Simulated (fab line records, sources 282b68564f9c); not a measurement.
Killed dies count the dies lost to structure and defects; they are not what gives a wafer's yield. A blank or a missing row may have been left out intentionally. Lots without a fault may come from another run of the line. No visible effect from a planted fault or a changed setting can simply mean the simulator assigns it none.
Lot-split experiment + flow rit_cmos + 5 lots, 23 wafers read, on a route of 202 steps

== ON THE SPLIT ==
At RIT_PRETRO_IMPLANT_08, the setting energy_kev was moved away from the recipe's 45 on 4 of the 23 wafers read, by +2.5% to +5.1%. The other wafers ran this setting at the recipe's value.

The split's own step is where the reading is taken.

== THE READING ==
implant.drp_nm (the simulator's own value, which no gauge read), in nm, at RIT_PRETRO_IMPLANT_08. The file gives no usual value for it.

| wafer  | tool, chamber at the split | energy_kev as run | against the recipe | implant.drp_nm, nm | against lot-mates on the recipe |
|--------|----------------------------|-------------------|--------------------|--------------------|---------------------------------|
| L074.1 | implanter-04, 0            | 46.14             | +2.5%              | 55.89              | +0.82                           |
| L074.6 | implanter-04, 0            | 46.14             | +2.5%              | 55.89              | +0.82                           |
| L074.2 | implanter-04, 0            | 45                | recipe             | 55.07              | -                               |
| L074.3 | implanter-04, 0            | 45                | recipe             | 55.07              | -                               |
| L074.5 | implanter-04, 0            | 45                | recipe             | 55.07              | -                               |
| L076.1 | implanter-03, 0            | 45                | recipe             | 55.07              | -                               |
| L076.3 | implanter-03, 0            | 45                | recipe             | 55.07              | -                               |
| L076.6 | implanter-03, 0            | 45                | recipe             | 55.07              | -                               |
| L076.2 | implanter-03, 0            | 47.3              | +5.1%              | 56.71              | +1.64                           |
| L076.5 | implanter-03, 0            | 47.3              | +5.1%              | 56.71              | +1.64                           |
| L077.2 | implanter-03, 0            | 45                | recipe             | 55.07              | -                               |
| L077.4 | implanter-03, 0            | 45                | recipe             | 55.07              | -                               |
| L077.5 | implanter-03, 0            | 45                | recipe             | 55.07              | -                               |
| L079.2 | implanter-03, 0            | 45                | recipe             | 55.07              | -                               |
| L079.3 | implanter-03, 0            | 45                | recipe             | 55.07              | -                               |
| L079.4 | implanter-03, 0            | 45                | recipe             | 55.07              | -                               |
| L079.5 | implanter-03, 0            | 45                | recipe             | 55.07              | -                               |
| L079.6 | implanter-03, 0            | 45                | recipe             | 55.07              | -                               |
| L083.1 | implanter-04, 0            | 45                | recipe             | 55.07              | -                               |
| L083.2 | implanter-04, 0            | 45                | recipe             | 55.07              | -                               |
| L083.3 | implanter-04, 0            | 45                | recipe             | 55.07              | -                               |
| L083.4 | implanter-04, 0            | 45                | recipe             | 55.07              | -                               |
| L083.6 | implanter-04, 0            | 45                | recipe             | 55.07              | -                               |

FIT RESULTS
A straight line over all 23 wafers: implant.drp_nm changes by +0.321 nm for each +1% of energy_kev; r = +1.00; the points scatter about the line by 0.002 nm.
The same after taking each lot's own level away (the mean of its wafers on the recipe; 23 wafers): +0.321 nm for each +1%; r = +1.00; scatter 0.002 nm.
According to that fit, moving energy_kev by its largest amount changes the reading by 1.6 nm.
The lots' own levels span 55.070 to 55.070 nm.
Consequently the slope shifts little with the lot-to-lot level, the two slopes agreeing.
Check: with one of the wafers moved furthest among these (+5.1%) left out of the fit, the line predicts +1.64 nm for it against its lot-mates. Against them it came out at +1.64 nm.

== THE OTHER SPLITS THESE WAFERS WENT THROUGH ==
Note: prior to the reading, these wafers also went through further splits. Each is held against what the fit with the lots' levels taken away leaves over:
| other split on the same wafers     | wafers away from the commonest value | r with implant.drp_nm (lot level and that fit taken away) |
|------------------------------------|--------------------------------------|-----------------------------------------------------------|
| RIT_ACTIVE_OXIDATION_01 ox_time_s  | 15                                   | -0.19                                                     |
| RIT_ACTIVE_EXPOSE_08 dose_mj       | 11                                   | -0.21                                                     |
| RIT_ACTIVE_STRIP_14 pressure_mtorr | 18                                   | -0.31                                                     |
| RIT_FOX1_OXIDATION_00 temp_c       | 15                                   | -0.09                                                     |
| RIT_NWELL_COAT_01 spin_rpm         | 5                                    | +0.04                                                     |
| RIT_NWELL_IMPLANT_08 energy_kev    | 10                                   | -0.40                                                     |
| RIT_PWELL_IMPLANT_08 dose_cm2      | 6                                    | -0.24                                                     |
| RIT_NRETRO_SOFTBAKE_02 temp_c      | 9                                    | +0.27                                                     |

== THE WHOLE CHAIN: every reading that the file lists as answering this split, in the file's order ==
| step                  | what it does | reading                                                         | change (the file's fit)               | r (the file's) |
|-----------------------|--------------|-----------------------------------------------------------------|---------------------------------------|----------------|
| RIT_PRETRO_IMPLANT_08 |              | implant.rp_nm (the simulator's own value, which no gauge read)  | +1.37 nm for each +1% of the setting  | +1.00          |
| RIT_PRETRO_IMPLANT_08 |              | implant.drp_nm (the simulator's own value, which no gauge read) | +0.322 nm for each +1% of the setting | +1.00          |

== FILE'S OWN FIT ==
implant.drp_nm changes by +0.322 nm for each +1% of energy_kev, r = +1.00.
